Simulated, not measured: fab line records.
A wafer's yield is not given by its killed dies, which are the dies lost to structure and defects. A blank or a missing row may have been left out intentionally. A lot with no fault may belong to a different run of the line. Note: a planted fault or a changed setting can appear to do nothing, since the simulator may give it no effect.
Struck lot and sound lot, side by side | flow berkeley_cmos170 | 14 steps out of a route of 331
Sound: wafers L204.2, L204.3, L204.4. Wafers L212.2, L212.5, L212.6 were the ones struck. The cause is named last.
Each step with rows lists, per side, the tool, then ch with its chambers, then its first start. Under that, the readings that differ: sound wafers | struck wafers | difference of the means | sigmas: that difference in standard deviations of wafers without a fault.
alike: readings with means less than 2 such deviations apart, plus words and numbers identical on both sides. not compared: withheld readings, readings lacking a value on some wafer, bounds such as >300 that could conceal the same value, and numbers that have no deviation in the record and whose values overlap.
A row with sigmas, a row that says differs or no value, or rows on one side alone: a step with any of these is where the two part. When numbers do not overlap yet have no deviation, they are printed without sigmas and do not part them. Lack of a reading on every wafer of one side parts them only where that side has two or more wafers.

UCB170_M1_STRIP_13: strips in O2.
  sound on plasma_asher-02 ch 0,1, day 7 14:30; struck on plasma_asher-04 ch 0,1, day 9 05:59
  alike: drypump_motor_current_A, oes_product_au
  not compared: rf_hours_counter_h
UCB170_M1_CD_MEAS_90 targets a cd of 700 nm.
  sound: cd_sem-01 at day 7 14:37; struck: cd_sem-01 at day 9 06:10
  alike: cd_nm
then, 1 step without rows for these wafers: UCB170_M1_ANNEAL_14 (time 1200 s).
UCB170_V1_CVD_00: deposits SiO2 from TEOS/O2, target thk 2000 nm, time 238.6 s.
  sound on pecvd-02 ch 0,2, day 7 18:35; struck on pecvd-01 ch 0,1,2, day 9 12:40
  alike: heater_power_w, pressure_mtorr, susceptor_temp_C
UCB170_V1_THK_MEAS_01:
  sound: film_metro-03 at day 7 18:46; struck: film_metro-02 at day 9 12:50
  alike: V1_TEOS_THK
UCB170_V1_CMP_02: polishes SiO2.
  sound on cmp-02 ch 0,2,3, day 7 19:10; struck on cmp-02 ch 1,2, day 9 12:56
  alike: motor_current_A
UCB170_V1_BOW_MEAS_03:
  sound: film_metro-02 at day 7 19:26; struck: film_metro-02 at day 9 13:12
  alike: V1_BOW
UCB170_V1_THK_MEAS_04:
  sound: film_metro-02 at day 7 19:32; struck: film_metro-02 at day 9 13:19
  alike: V1_POLISHED_THK
then, 4 steps without rows for these wafers: UCB170_V1_CLEAN_05 (cleans in DIW); UCB170_V1_HMDS_06 (prime time 60 s); UCB170_V1_COAT_07 (resist thk 900 nm); UCB170_V1_SOFTBAKE_08 (time 60 s).
UCB170_V1_EXPOSE_09: exposes mask VIA1, target cd 700 nm.
  struck on krf_scanner-02, day 9 16:13; sound on krf_scanner-02 ch 0, day 7 20:29
  no value came back on the struck wafers for exposure_dose_mJ_cm2, focus_offset_nm (nm), reticle_temp_C (C); on the sound wafers exposure_dose_mJ_cm2 reads 36.98 36.96 36.93
  alike: mask
then, 1 step without rows for these wafers: UCB170_V1_PEB_10.

== WHERE THEY PART ==
At UCB170_V1_EXPOSE_09 and nowhere else, as far as this record goes.

WHY: what the simulator had put in
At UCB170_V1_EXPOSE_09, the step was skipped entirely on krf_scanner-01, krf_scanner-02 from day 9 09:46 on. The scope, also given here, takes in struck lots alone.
